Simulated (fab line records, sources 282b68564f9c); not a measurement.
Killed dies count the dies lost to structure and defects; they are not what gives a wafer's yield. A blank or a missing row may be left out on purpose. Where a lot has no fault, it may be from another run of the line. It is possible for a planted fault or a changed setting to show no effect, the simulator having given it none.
fab line records | flow rit-cmos
record lots=15 | wafers=45 | last-day=7
route steps=202 shown ACTIVE@14
lots that met no fault: from a run of the same line without faults
start-h: hours from the record's first day to the start of the lot's first wafer shown | wait-h: hours elapsed since this lot's preceding step | " repeats the value in the row above | L1.1+2: a row that stands for several wafers | - no value, or no start was given | * or withheld: withheld | < > ~ a bound
route shown NAME@n: names a module that has steps shown in the file, with the first one's number in the route | usual: mean/standard deviation taken from wafers without a fault | same: alike in all rows | chamber/n: place in a boat | sites: per-site readings | _std_site: standard deviation of those values | _edge_site: the outer-site mean with the inner-site mean subtracted | radius-mm: how far each site lies from the wafer's centre | mask NAME#n: copy n | behind: the most recent tool/chamber to have shaped the wafer | hold: what put the lot on hold/how long, in hours/how the hold closed | device: names the non-switching transistor (n, p or np) | end of line: the route-end tests of the same wafers | for a step that has no rows: nothing shown but its recipe | killed: dies lost to structure and defects at the first sort, not the wafer's yield | map: per-die view of a wafer (x killed, . not killed, _ where there is no die)
set.NAME: the setting as run; set.NAME@STEP: as run at that earlier step | model.NAME: the simulator's own value behind a step, which no gauge read
steps of the route over a sample of lots; a table a step, a row a wafer
services: from which hour (start-h, from the record's first day; less than 0 if before it) a tool's chamber was out of use, for how many hours, and why
## steps
# step RIT_ACTIVE_ETCH_13
# recipe stop-on=SiO2 | chemistry=SF6 | target=Si3N4 | time-s=210 | over-etch-frac=0.4 | SF6_flow_sccm=200 | pressure-mtorr=260 | rf-w=125 | target-depth-a=2100
# usual SF6_flow_sccm=200.0/0.65 | chamber-pressure-mTorr=259.99/0.25 | drypump-motor-current-A=5.8/0.43 | oes-product-au=0.823/0.015 | throttle-valve-pct=7.53/0.082
lot.wafer | tool        | chamber | start-h | wait-h | SF6_flow_sccm | chamber-pressure-mTorr | drypump-motor-current-A | oes-product-au | rf-hours-counter-h | throttle-valve-pct
L143.1    | rie-diel-04 | 1       | 19.71   | 0.1    | 200.9         | 260.07                 | 5.7                     | 0.838          | 165                | 7.62
L143.2    | "           | 2       | "       | "      | 200.3         | 259.73                 | 6.4                     | 0.833          | 132                | 7.45
L143.4    | "           | 3       | "       | "      | 200.2         | 260.30                 | 5.5                     | 0.837          | 173                | 7.56
L144.3    | rie-diel-03 | 1       | 25.42   | 0.1    | 200.2         | 260.21                 | 5.3                     | 0.807          | 0                  | 7.53
L144.5    | "           | 1       | "       | "      | 199.8         | 259.57                 | 5.3                     | 0.802          | -                  | 7.54
L144.6    | "           | 0       | "       | "      | 200.1         | 259.93                 | 6.3                     | 0.799          | -                  | 7.62
L145.3    | rie-diel-03 | 3       | 30.00   | 0.1    | 199.3         | 259.97                 | 6.0                     | 0.802          | 4                  | 7.39
L145.4    | "           | 1       | "       | "      | 199.8         | 259.43                 | 5.3                     | 0.807          | 1                  | 7.55
L145.6    | "           | 1       | "       | "      | 198.3         | 259.92                 | 5.4                     | 0.808          | -                  | 7.54
L149.1    | rie-diel-02 | 0       | 49.83   | 0.1    | 200.2         | 259.84                 | 5.2                     | 0.832          | 77                 | 7.58
L149.3    | "           | 1       | "       | "      | 199.9         | 260.59                 | 6.2                     | 0.825          | 159                | 7.32
L149.6    | "           | 1       | "       | "      | 199.8         | 259.83                 | 6.2                     | 0.828          | -                  | 7.33
L150.2    | rie-diel-04 | 3       | 54.71   | 0.1    | 199.7         | 259.62                 | 5.5                     | 0.820          | 0                  | 7.57
L150.4    | "           | 1       | "       | "      | 200.7         | 260.11                 | 5.7                     | 0.836          | 166                | 7.61
L150.5    | "           | 3       | "       | "      | 199.9         | 260.12                 | 5.5                     | 0.809          | -                  | 7.56
L152.4    | rie-diel-02 | 1       | 66.05   | 0.1    | 200.3         | 259.35                 | 6.3                     | 0.830          | 159                | 7.34
L152.5    | "           | 2       | "       | "      | 199.2         | 260.65                 | 5.2                     | 0.824          | -                  | 7.48
L152.6    | "           | 1       | "       | "      | 199.9         | 260.09                 | 6.3                     | 0.829          | -                  | 7.32
L153.1    | rie-diel-04 | 3       | 70.25   | 0.1    | 200.7         | 260.08                 | 5.5                     | 0.799          | 0                  | 7.57
L153.4    | "           | 0       | "       | "      | 200.4         | 259.57                 | 6.3                     | 0.837          | -                  | 7.58
L153.5    | "           | 3       | "       | "      | 199.9         | 259.80                 | 5.6                     | 0.812          | -                  | 7.55
L154.1    | rie-diel-04 | 3       | 75.29   | 0.1    | 198.6         | 259.54                 | 5.5                     | 0.826          | 1                  | 7.56
L154.2    | "           | 0       | "       | "      | 198.1         | 259.85                 | 6.3                     | 0.840          | 34                 | 7.58
L154.6    | "           | 2       | "       | "      | 199.1         | 259.89                 | 6.3                     | 0.831          | -                  | 7.46
L155.2    | rie-diel-04 | 1       | 81.77   | 0.1    | 200.4         | 259.99                 | 5.8                     | 0.813          | 0                  | 7.63
L155.4    | "           | 3       | "       | "      | 200.1         | 259.90                 | 5.5                     | 0.813          | 1                  | 7.58
L155.5    | "           | 1       | "       | "      | 200.1         | 260.12                 | 5.7                     | 0.818          | -                  | 7.61
L157.2    | rie-diel-04 | 1       | 91.28   | 0.1    | 201.2         | 259.92                 | 5.7                     | 0.807          | 0                  | 7.63
L157.3    | "           | 2       | "       | "      | 199.6         | 259.97                 | 6.3                     | 0.834          | 134                | 7.45
L157.6    | "           | 3       | "       | "      | 199.9         | 260.30                 | 5.5                     | 0.806          | -                  | 7.57
L159.2    | rie-diel-04 | 1       | 100.81  | 0.1    | -             | -                      | -                       | -              | -                  | -
L159.3    | "           | 2       | "       | "      | -             | -                      | -                       | -              | -                  | -
L159.4    | "           | 3       | "       | "      | -             | -                      | -                       | -              | -                  | -
L160.2    | rie-diel-02 | 0       | 105.20  | 0.1    | -             | -                      | -                       | -              | -                  | -
L160.4    | "           | 2       | "       | "      | -             | -                      | -                       | -              | -                  | -
L160.6    | "           | 2       | "       | "      | -             | -                      | -                       | -              | -                  | -
L161.1    | rie-diel-04 | 1       | 109.83  | 0.1    | -             | -                      | -                       | -              | -                  | -
L161.2    | "           | 3       | "       | "      | -             | -                      | -                       | -              | -                  | -
L161.4    | "           | 3       | "       | "      | -             | -                      | -                       | -              | -                  | -
L163.1    | rie-diel-03 | 3       | 119.71  | 0.1    | 200.1         | 260.15                 | 6.0                     | 0.802          | 5                  | 7.38
L163.3    | "           | 1       | "       | "      | 200.1         | 259.78                 | 5.3                     | 0.792          | 3                  | 7.55
L163.5    | "           | 3       | "       | "      | 200.9         | 260.09                 | 6.0                     | 0.812          | -                  | 7.40
L165.2    | rie-diel-04 | 1       | 129.71  | 0.1    | 200.4         | 259.68                 | 5.7                     | 0.811          | 1                  | 7.63
L165.4    | "           | 0       | "       | "      | 200.6         | 260.11                 | 6.3                     | 0.827          | 35                 | 7.59
L165.5    | "           | 3       | "       | "      | 200.4         | 259.49                 | 5.5                     | 0.813          | -                  | 7.55
# step RIT_ACTIVE_CD_MEAS_90
# recipe target-cd-nm=1400
# usual cd-nm=1400.0/2.2
lot.wafer | tool      | chamber | start-h | wait-h | cd-nm
L143.1    | cd-sem-02 | -       | 20.02   | 0.1    | 1399.9
L143.2    | "         | -       | "       | "      | 1402.4
L143.4    | "         | -       | "       | "      | 1401.5
L144.3    | cd-sem-02 | -       | 25.77   | 0.1    | 1400.5
L144.5    | "         | -       | "       | "      | 1398.3
L144.6    | "         | -       | "       | "      | 1398.1
L145.3    | cd-sem-02 | -       | 30.34   | 0.1    | 1402.8
L145.4    | "         | -       | "       | "      | 1403.3
L145.6    | "         | -       | "       | "      | 1402.6
L149.1    | cd-sem-01 | -       | 50.14   | 0.1    | 1398.0
L149.3    | "         | -       | "       | "      | 1398.4
L149.6    | "         | -       | "       | "      | 1398.1
L150.2    | cd-sem-02 | -       | 55.04   | 0.1    | 1394.8
L150.4    | "         | -       | "       | "      | 1392.9
L150.5    | "         | -       | "       | "      | 1395.6
L152.4    | cd-sem-01 | -       | 66.42   | 0.1    | 1404.2
L152.5    | "         | -       | "       | "      | 1403.0
L152.6    | "         | -       | "       | "      | 1404.4
L153.1    | cd-sem-02 | -       | 70.56   | 0.1    | 1401.6
L153.4    | "         | -       | "       | "      | 1403.7
L153.5    | "         | -       | "       | "      | 1401.8
L154.1    | cd-sem-02 | -       | 75.60   | 0.1    | 1399.1
L154.2    | "         | -       | "       | "      | 1399.6
L154.6    | "         | -       | "       | "      | 1397.6
L155.2    | cd-sem-02 | -       | 82.10   | 0.1    | 1402.7
L155.4    | "         | -       | "       | "      | 1402.9
L155.5    | "         | -       | "       | "      | 1400.9
L157.2    | cd-sem-01 | -       | 91.60   | 0.1    | 1400.4
L157.3    | "         | -       | "       | "      | 1401.7
L157.6    | "         | -       | "       | "      | 1399.3
L159.2    | cd-sem-01 | -       | 101.14  | 0.1    | -
L159.3    | "         | -       | "       | "      | -
L159.4    | "         | -       | "       | "      | -
L160.2    | cd-sem-01 | -       | 105.59  | 0.1    | -
L160.4    | "         | -       | "       | "      | -
L160.6    | "         | -       | "       | "      | -
L161.1    | cd-sem-01 | -       | 110.14  | 0.1    | -
L161.2    | "         | -       | "       | "      | -
L161.4    | "         | -       | "       | "      | -
L163.1    | cd-sem-02 | -       | 120.02  | 0.1    | 1396.7
L163.3    | "         | -       | "       | "      | 1395.7
L163.5    | "         | -       | "       | "      | 1395.5
L165.2    | cd-sem-01 | -       | 130.04  | 0.1    | 1400.7
L165.4    | "         | -       | "       | "      | 1400.6
L165.5    | "         | -       | "       | "      | 1402.4
## services
tool        | chamber | start-h | hours | kind
rie-diel-04 | 3       | 2.58    | 10.8  | repair
rie-diel-04 | 3       | 30.85   | -     | clean
rie-diel-04 | 3       | 30.85   | 17.5  | scheduled-down
rie-diel-04 | 3       | 30.85   | 17.5  | vent-cycle
rie-diel-04 | 1       | 66.01   | -     | clean
rie-diel-04 | 1       | 66.01   | 15.0  | scheduled-down
rie-diel-04 | 1       | 66.01   | 15.0  | vent-cycle
rie-diel-02 | 1       | 93.04   | -     | clean
rie-diel-02 | 1       | 93.04   | 23.1  | scheduled-down
rie-diel-02 | 1       | 93.04   | 23.1  | vent-cycle
rie-diel-02 | 3       | 94.80   | 23.1  | repair
rie-diel-03 | -       | 95.47   | 0.4   | repair
rie-diel-04 | 0       | 104.39  | 7.0   | repair
rie-diel-02 | -       | 106.12  | 14.6  | pm
rie-diel-03 | 0       | 123.72  | -     | clean
rie-diel-03 | 0       | 123.72  | 12.9  | scheduled-down
rie-diel-03 | 0       | 123.72  | 12.9  | vent-cycle
## key
first-sign step=RIT_ACTIVE_ETCH_13 | reading=tool-record | direction=missing
effect step=RIT_ACTIVE_CD_MEAS_90 | reading=cd-nm | direction=missing
met-at RIT_ACTIVE_ETCH_13
struck-lots L159,L160,L161
later-rows-left-out L159.2,L159.3,L159.4,L160.2,L160.4,L160.6,L161.1,L161.2,L161.4
sort-left-out L159.2,L159.3,L159.4,L160.2,L160.4,L160.6,L161.1,L161.2,L161.4
tester-left-out L159,L160,L161
onset-between 91.28 100.81
fault kind=skipped-step-whole | tool=rie-diel-02,rie-diel-04 | chamber=- | onset-h=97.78 | steps=RIT_ACTIVE_ETCH_13 | scope=struck-lots-only
# tester-left-out: of these lots the tester's yield and bins aren't shown, on N5 and GAA mostly nor the transistor test; their killed dies are dies lost to structure and defects alone, not to doping, threshold or leakage, so they don't give the yield
# sort-left-out: the simulated sort isn't trusted on such a fault, so these wafers' sort isn't shown, and their yield isn't known
# later-rows-left-out: the simulator's readings of these wafers behind a module that went badly wrong aren't trusted and aren't shown, but for the sort
